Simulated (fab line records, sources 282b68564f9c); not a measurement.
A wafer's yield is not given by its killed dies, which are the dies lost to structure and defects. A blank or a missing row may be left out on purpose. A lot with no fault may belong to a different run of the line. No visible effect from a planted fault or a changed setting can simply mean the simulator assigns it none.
fab line records :: flow rit_cmos
[record]
  lots = 5
  wafers = 15
  last_day = 8
route steps=202 shown PWELL@44 WELLDRIVE@50 NWELL@51 NRETRO@53 M1@202
lots that met no fault: from a run of the same line without faults
start_h: the number of hours between the record's first day and the start of the first shown wafer of the lot :: wait_h: hours elapsed since this lot's preceding step :: " repeats the value in the row above :: L1.1+2: one row covering several wafers at once :: - no value, or no start given :: * or withheld: withheld :: < > ~ a bound
route shown NAME@n: names a module that has steps shown in the file, with the first one's number in the route :: usual: mean and standard deviation over wafers with no fault :: same: alike in all rows :: chamber/n: place in a boat :: sites: the reading at each site :: _std_site: the standard deviation of these :: _edge_site: inner sites' mean taken away from outer sites' mean :: radius_mm: how far each site lies from the wafer's centre :: mask NAME#n: copy n :: behind: the most recent tool/chamber to have shaped the wafer :: hold: the reason the lot was held/the length of the hold in hours/how it ended :: device: which transistor (n, p or np) failed to switch :: end of line: the route-end tests of the same wafers :: for a step that has no rows: nothing shown but its recipe :: killed: the dies lost at the first sort to structure and to defects; this is not the yield of the wafer :: map: dies across one wafer; x = killed, . = not, _ = none there
set.NAME: the setting that was run; set.NAME@STEP: the one run at that earlier step :: model.NAME: the simulator's own value behind a step, which no gauge read
lots at selected steps of the route; one table per step, one row per wafer
services: a tool's chamber out of use, with start hour (start_h, from the record's first day; less than 0 if before it), hours out, and reason
[[steps]]
[step RIT_PWELL_DEVELOP_05]
[recipe]
  resist = NOVOLAK
  develop_time_s = 68
  dev_temp_c = 23
[step RIT_PWELL_OVL_MEAS_06]
[usual]
  PWELL_OVL = -1.7/1.2
lot.wafer: L137.1
tool: overlay-01
chamber: -
start_h: 24.08
wait_h: -
PWELL_OVL[nm]: -0.3

lot.wafer: L137.3
tool: overlay-01
chamber: -
start_h: 24.08
wait_h: -
PWELL_OVL[nm]: 0.2

lot.wafer: L137.5
tool: overlay-01
chamber: -
start_h: 24.08
wait_h: -
PWELL_OVL[nm]: -0.1

lot.wafer: L145.3
tool: overlay-02
chamber: -
start_h: 68.08
wait_h: -
PWELL_OVL[nm]: -2.4

lot.wafer: L145.5
tool: overlay-02
chamber: -
start_h: 68.08
wait_h: -
PWELL_OVL[nm]: -4.0

lot.wafer: L145.6
tool: overlay-02
chamber: -
start_h: 68.08
wait_h: -
PWELL_OVL[nm]: -3.4

lot.wafer: L150.1
tool: overlay-02
chamber: -
start_h: 88.58
wait_h: -
PWELL_OVL[nm]: -4.5

lot.wafer: L150.3
tool: overlay-02
chamber: -
start_h: 88.58
wait_h: -
PWELL_OVL[nm]: -3.1

lot.wafer: L150.6
tool: overlay-02
chamber: -
start_h: 88.58
wait_h: -
PWELL_OVL[nm]: -5.3

lot.wafer: L158.2
tool: overlay-02
chamber: -
start_h: 128.82
wait_h: -
PWELL_OVL[nm]: -1.8

lot.wafer: L158.4
tool: overlay-02
chamber: -
start_h: 128.82
wait_h: -
PWELL_OVL[nm]: -0.9

lot.wafer: L158.6
tool: overlay-02
chamber: -
start_h: 128.82
wait_h: -
PWELL_OVL[nm]: -2.7

lot.wafer: L160.1
tool: overlay-01
chamber: -
start_h: 138.65
wait_h: -
PWELL_OVL[nm]: -2.7

lot.wafer: L160.3
tool: overlay-01
chamber: -
start_h: 138.65
wait_h: -
PWELL_OVL[nm]: -1.7

lot.wafer: L160.4
tool: overlay-01
chamber: -
start_h: 138.65
wait_h: -
PWELL_OVL[nm]: -1.5
[step RIT_PWELL_HARDBAKE_07]
[recipe]
  resist = NOVOLAK
  temp_c = 140
  time_s = 120
[step RIT_PWELL_IMPLANT_08]
[recipe]
  species = B
  energy_kev = 170
  dose_cm2 = 7e+13
  tilt_deg = 7
[step RIT_PWELL_STRIP_09]
[recipe]
  chemistry = O2
  time_s = 180
  resist = NOVOLAK
  platen_temp_c = withheld
  power_w = 500
  pressure_mtorr = 4000
  o2_flow_sccm = 4000
[usual]
  drypump_motor_current_A = 5.9/0.4
lot.wafer: L137.1
tool: plasma_asher-03
chamber: 1
start_h: 24.51
wait_h: 0.1
drypump_motor_current_A: 5.5
rf_hours_counter_h: 25

lot.wafer: L137.3
tool: plasma_asher-03
chamber: 0
start_h: 24.51
wait_h: 0.1
drypump_motor_current_A: 5.6
rf_hours_counter_h: -

lot.wafer: L137.5
tool: plasma_asher-03
chamber: 0
start_h: 24.51
wait_h: 0.1
drypump_motor_current_A: 5.5
rf_hours_counter_h: -

lot.wafer: L145.3
tool: plasma_asher-02
chamber: 0
start_h: 68.66
wait_h: 0.1
drypump_motor_current_A: 5.7
rf_hours_counter_h: -

lot.wafer: L145.5
tool: plasma_asher-02
chamber: 0
start_h: 68.66
wait_h: 0.1
drypump_motor_current_A: 5.7
rf_hours_counter_h: -

lot.wafer: L145.6
tool: plasma_asher-02
chamber: 1
start_h: 68.66
wait_h: 0.1
drypump_motor_current_A: 6.5
rf_hours_counter_h: -

lot.wafer: L150.1
tool: plasma_asher-03
chamber: 1
start_h: 89.01
wait_h: 0.1
drypump_motor_current_A: 5.5
rf_hours_counter_h: 31

lot.wafer: L150.3
tool: plasma_asher-03
chamber: 1
start_h: 89.01
wait_h: 0.1
drypump_motor_current_A: 5.5
rf_hours_counter_h: -

lot.wafer: L150.6
tool: plasma_asher-03
chamber: 1
start_h: 89.01
wait_h: 0.1
drypump_motor_current_A: 5.5
rf_hours_counter_h: -

lot.wafer: L158.2
tool: plasma_asher-02
chamber: 1
start_h: 129.25
wait_h: 0.1
drypump_motor_current_A: 6.5
rf_hours_counter_h: 50

lot.wafer: L158.4
tool: plasma_asher-02
chamber: 1
start_h: 129.25
wait_h: 0.1
drypump_motor_current_A: 6.5
rf_hours_counter_h: -

lot.wafer: L158.6
tool: plasma_asher-02
chamber: 0
start_h: 129.25
wait_h: 0.1
drypump_motor_current_A: 5.7
rf_hours_counter_h: -

lot.wafer: L160.1
tool: plasma_asher-04
chamber: 1
start_h: 139.09
wait_h: 0.1
drypump_motor_current_A: 5.8
rf_hours_counter_h: 52

lot.wafer: L160.3
tool: plasma_asher-04
chamber: 0
start_h: 139.09
wait_h: 0.1
drypump_motor_current_A: 6.0
rf_hours_counter_h: -

lot.wafer: L160.4
tool: plasma_asher-04
chamber: 1
start_h: 139.09
wait_h: 0.1
drypump_motor_current_A: 5.8
rf_hours_counter_h: -
[step RIT_PWELL_TW_MEAS_10]
[usual]
  PWELL_TW = 950/7
lot.wafer: L137.1
tool: film_metro-02
chamber: -
start_h: 24.69
wait_h: 0.1
PWELL_TW: 936

lot.wafer: L137.3
tool: film_metro-02
chamber: -
start_h: 24.69
wait_h: 0.1
PWELL_TW: 943

lot.wafer: L137.5
tool: film_metro-02
chamber: -
start_h: 24.69
wait_h: 0.1
PWELL_TW: 943

lot.wafer: L145.3
tool: film_metro-01
chamber: -
start_h: 68.80
wait_h: 0.1
PWELL_TW: 965

lot.wafer: L145.5
tool: film_metro-01
chamber: -
start_h: 68.80
wait_h: 0.1
PWELL_TW: 967

lot.wafer: L145.6
tool: film_metro-01
chamber: -
start_h: 68.80
wait_h: 0.1
PWELL_TW: 965

lot.wafer: L150.1
tool: film_metro-02
chamber: -
start_h: 89.19
wait_h: 0.1
PWELL_TW: 942

lot.wafer: L150.3
tool: film_metro-02
chamber: -
start_h: 89.19
wait_h: 0.1
PWELL_TW: 946

lot.wafer: L150.6
tool: film_metro-02
chamber: -
start_h: 89.19
wait_h: 0.1
PWELL_TW: 947

lot.wafer: L158.2
tool: film_metro-03
chamber: -
start_h: 129.44
wait_h: 0.1
PWELL_TW: 952

lot.wafer: L158.4
tool: film_metro-03
chamber: -
start_h: 129.44
wait_h: 0.1
PWELL_TW: 954

lot.wafer: L158.6
tool: film_metro-03
chamber: -
start_h: 129.44
wait_h: 0.1
PWELL_TW: 948

lot.wafer: L160.1
tool: film_metro-01
chamber: -
start_h: 139.26
wait_h: 0.1
PWELL_TW: 957

lot.wafer: L160.3
tool: film_metro-01
chamber: -
start_h: 139.26
wait_h: 0.1
PWELL_TW: 960

lot.wafer: L160.4
tool: film_metro-01
chamber: -
start_h: 139.26
wait_h: 0.1
PWELL_TW: 964
[step RIT_WELLDRIVE_ANNEAL_00]
[recipe]
  temp_c = 1100
  time_s = 14700
  ambient = N2
[step RIT_WELLDRIVE_RS_MEAS_01]
[recipe]
  thk_meas_gauge = four-point-probe
[usual]
  NWELL_RS = 275.9/0.65
lot.wafer: L137.1
tool: film_metro-01
chamber: -
start_h: 29.83
wait_h: 0.0
NWELL_RS[ohm/sq]: 276.2

lot.wafer: L137.3
tool: film_metro-01
chamber: -
start_h: 29.83
wait_h: 0.0
NWELL_RS[ohm/sq]: 275.9

lot.wafer: L137.5
tool: film_metro-01
chamber: -
start_h: 29.83
wait_h: 0.0
NWELL_RS[ohm/sq]: 276.6

lot.wafer: L145.3
tool: film_metro-03
chamber: -
start_h: 73.96
wait_h: 0.0
NWELL_RS[ohm/sq]: 276.1

lot.wafer: L145.5
tool: film_metro-03
chamber: -
start_h: 73.96
wait_h: 0.0
NWELL_RS[ohm/sq]: 276.2

lot.wafer: L145.6
tool: film_metro-03
chamber: -
start_h: 73.96
wait_h: 0.0
NWELL_RS[ohm/sq]: 276.7

lot.wafer: L150.1
tool: film_metro-02
chamber: -
start_h: 95.02
wait_h: 0.0
NWELL_RS[ohm/sq]: 275.5

lot.wafer: L150.3
tool: film_metro-02
chamber: -
start_h: 95.02
wait_h: 0.0
NWELL_RS[ohm/sq]: 275.9

lot.wafer: L150.6
tool: film_metro-02
chamber: -
start_h: 95.02
wait_h: 0.0
NWELL_RS[ohm/sq]: 275.1

lot.wafer: L158.2
tool: film_metro-02
chamber: -
start_h: 134.71
wait_h: 0.0
NWELL_RS[ohm/sq]: 274.9

lot.wafer: L158.4
tool: film_metro-02
chamber: -
start_h: 134.71
wait_h: 0.0
NWELL_RS[ohm/sq]: 275.3

lot.wafer: L158.6
tool: film_metro-02
chamber: -
start_h: 134.71
wait_h: 0.0
NWELL_RS[ohm/sq]: 275.7

lot.wafer: L160.1
tool: film_metro-01
chamber: -
start_h: 145.03
wait_h: 0.0
NWELL_RS[ohm/sq]: 276.0

lot.wafer: L160.3
tool: film_metro-01
chamber: -
start_h: 145.03
wait_h: 0.0
NWELL_RS[ohm/sq]: 276.2

lot.wafer: L160.4
tool: film_metro-01
chamber: -
start_h: 145.03
wait_h: 0.0
NWELL_RS[ohm/sq]: 275.6
[step RIT_WELLDRIVE_RS_MEAS_02]
[recipe]
  thk_meas_gauge = four-point-probe
[usual]
  PWELL_RS = 430.1/1.1
lot.wafer: L137.1
tool: film_metro-01
chamber: -
start_h: 29.95
wait_h: 0.1
PWELL_RS[ohm/sq]: 431.2

lot.wafer: L137.3
tool: film_metro-01
chamber: -
start_h: 29.95
wait_h: 0.1
PWELL_RS[ohm/sq]: 429.5

lot.wafer: L137.5
tool: film_metro-01
chamber: -
start_h: 29.95
wait_h: 0.1
PWELL_RS[ohm/sq]: 429.3

lot.wafer: L145.3
tool: film_metro-03
chamber: -
start_h: 74.08
wait_h: 0.1
PWELL_RS[ohm/sq]: 432.1

lot.wafer: L145.5
tool: film_metro-03
chamber: -
start_h: 74.08
wait_h: 0.1
PWELL_RS[ohm/sq]: 430.9

lot.wafer: L145.6
tool: film_metro-03
chamber: -
start_h: 74.08
wait_h: 0.1
PWELL_RS[ohm/sq]: 431.5

lot.wafer: L150.1
tool: film_metro-02
chamber: -
start_h: 95.14
wait_h: 0.1
PWELL_RS[ohm/sq]: 427.9

lot.wafer: L150.3
tool: film_metro-02
chamber: -
start_h: 95.14
wait_h: 0.1
PWELL_RS[ohm/sq]: 427.9

lot.wafer: L150.6
tool: film_metro-02
chamber: -
start_h: 95.14
wait_h: 0.1
PWELL_RS[ohm/sq]: 428.3

lot.wafer: L158.2
tool: film_metro-02
chamber: -
start_h: 134.83
wait_h: 0.1
PWELL_RS[ohm/sq]: 431.9

lot.wafer: L158.4
tool: film_metro-02
chamber: -
start_h: 134.83
wait_h: 0.1
PWELL_RS[ohm/sq]: 430.1

lot.wafer: L158.6
tool: film_metro-02
chamber: -
start_h: 134.83
wait_h: 0.1
PWELL_RS[ohm/sq]: 431.0

lot.wafer: L160.1
tool: film_metro-01
chamber: -
start_h: 145.15
wait_h: 0.1
PWELL_RS[ohm/sq]: 430.2

lot.wafer: L160.3
tool: film_metro-01
chamber: -
start_h: 145.15
wait_h: 0.1
PWELL_RS[ohm/sq]: 429.7

lot.wafer: L160.4
tool: film_metro-01
chamber: -
start_h: 145.15
wait_h: 0.1
PWELL_RS[ohm/sq]: 430.1
[step RIT_NRETRO_HMDS_00]
[recipe]
  prime_time_s = 60
  prime_temp_c = 140
[step RIT_NRETRO_COAT_01]
[recipe]
  resist = NOVOLAK
  spin_rpm = 2000
  resist_thk_nm = 1319
[step RIT_NRETRO_SOFTBAKE_02]
[recipe]
  resist = NOVOLAK
  temp_c = 90
  time_s = 60
[step RIT_NRETRO_EXPOSE_03]
[recipe]
  mask_id = M4
  na = 0.57
  target_cd_nm = 43900
  dose_mj = 250
lot.wafer: L137.1+3+5
tool: iline_stepper-02
chamber: 0
start_h: 30.70
wait_h: 0.3
mask: M4#0

lot.wafer: L145.3+5+6
tool: iline_stepper-02
chamber: 0
start_h: 74.65
wait_h: 0.1
mask: M4_R1#0

lot.wafer: L150.1+3+6
tool: iline_stepper-02
chamber: 0
start_h: 95.83
wait_h: 0.2
mask: M4#0

lot.wafer: L158.2+4+6
tool: iline_stepper-02
chamber: 0
start_h: 135.40
wait_h: 0.1
mask: M4#0

lot.wafer: L160.1+3+4
tool: iline_stepper-02
chamber: 0
start_h: 145.72
wait_h: 0.1
mask: M4#0
[step RIT_NRETRO_PEB_04]
[recipe]
  resist = NOVOLAK
  temp_c = withheld
  time_s = withheld
[step RIT_M1_PROBE_99]
[usual]
  killed_at_contacts = 0.0/0.2
  killed_at_front_end = 6.8/3
  killed_dies = 6.9/3
  killed_open = 3.3/1.9
  killed_short = 3.6/1.9
[same]
  gross_dies = 264
  killed_at_M0_to_M3 = 0
  killed_at_M4_up = 0
  killed_at_back_side = 0
  killed_at_other = 0
lot.wafer: L137.1
tool: prober-02
chamber: -
start_h: 65.09
wait_h: 0.1
killed_at_contacts: 0
killed_at_front_end: 8
killed_dies: 8
killed_open: 3
killed_short: 5

lot.wafer: L137.3
tool: prober-02
chamber: -
start_h: 65.19
wait_h: 0.2
killed_at_contacts: 0
killed_at_front_end: 4
killed_dies: 4
killed_open: 3
killed_short: 1

lot.wafer: L137.5
tool: prober-02
chamber: -
start_h: 65.29
wait_h: 0.2
killed_at_contacts: 0
killed_at_front_end: 6
killed_dies: 6
killed_open: 2
killed_short: 4

lot.wafer: L158.2
tool: prober-01
chamber: -
start_h: 166.18
wait_h: 0.1
killed_at_contacts: 0
killed_at_front_end: 6
killed_dies: 6
killed_open: 3
killed_short: 3

lot.wafer: L158.4
tool: prober-01
chamber: -
start_h: 166.28
wait_h: 0.2
killed_at_contacts: 0
killed_at_front_end: 6
killed_dies: 6
killed_open: 3
killed_short: 3

lot.wafer: L158.6
tool: prober-01
chamber: -
start_h: 166.38
wait_h: 0.2
killed_at_contacts: 0
killed_at_front_end: 2
killed_dies: 2
killed_open: 1
killed_short: 1
// killed by level:class
L137.1 GATE:geometric_particle:open=2 SPACER:geometric_particle:short=2 SILICIDE:geometric_particle:short=2 REOX:geometric_particle:short=1 REOX:geometric_particle:open=1
L137.3 SILICIDE:geometric_particle:open=2 GATE:geometric_particle:open=1 REOX:geometric_particle:short=1
L137.5 SILICIDE:geometric_particle:short=3 GATE:geometric_particle:open=1 REOX:geometric_particle:short=1 SILICIDE:geometric_particle:open=1
L158.2 FOX2:geometric_particle:open=2 FOX1:geometric_particle:short=1 FOX1:geometric_particle:open=1 GATE:geometric_particle:short=1 REOX:geometric_particle:short=1
L158.4 GATE:geometric_particle:open=3 FOX1:geometric_particle:short=1 GATE:geometric_particle:short=1 SPACER:geometric_particle:short=1
L158.6 GATE:geometric_particle:open=1 REOX:geometric_particle:short=1
[[services]]
tool: iline_stepper-02
chamber: -
start_h: 8.78
hours: 4.4
kind: pm

tool: plasma_asher-03
chamber: -
start_h: 16.05
hours: 4.5
kind: repair

tool: iline_stepper-02
chamber: -
start_h: 25.70
hours: 1.8
kind: repair

tool: plasma_asher-04
chamber: -
start_h: 46.25
hours: 2.0
kind: repair

tool: plasma_asher-02
chamber: -
start_h: 142.05
hours: 0.5
kind: repair
[[key]]
[first_sign]
  step = RIT_NRETRO_EXPOSE_03
  reading = mask
  direction = changed
effect none on later readings
met_at RIT_NRETRO_EXPOSE_03
struck_wafers L145.3,L145.5,L145.6
tester_left_out L145
onset_between 30.70 74.65
[fault]
  kind = wrong_mask
  tool = any
  chamber = -
  onset_h = 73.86
  steps = RIT_NRETRO_EXPOSE_03
  aux_copy = M4_R1#0
  cd_offset_nm = 300
  scope = struck_lots_only
// tester_left_out: of these lots the tester's yield and bins aren't shown, on N5 and GAA mostly nor the transistor test; their killed dies are dies lost to structure and defects alone, not to doping, threshold or leakage, so they don't give the yield
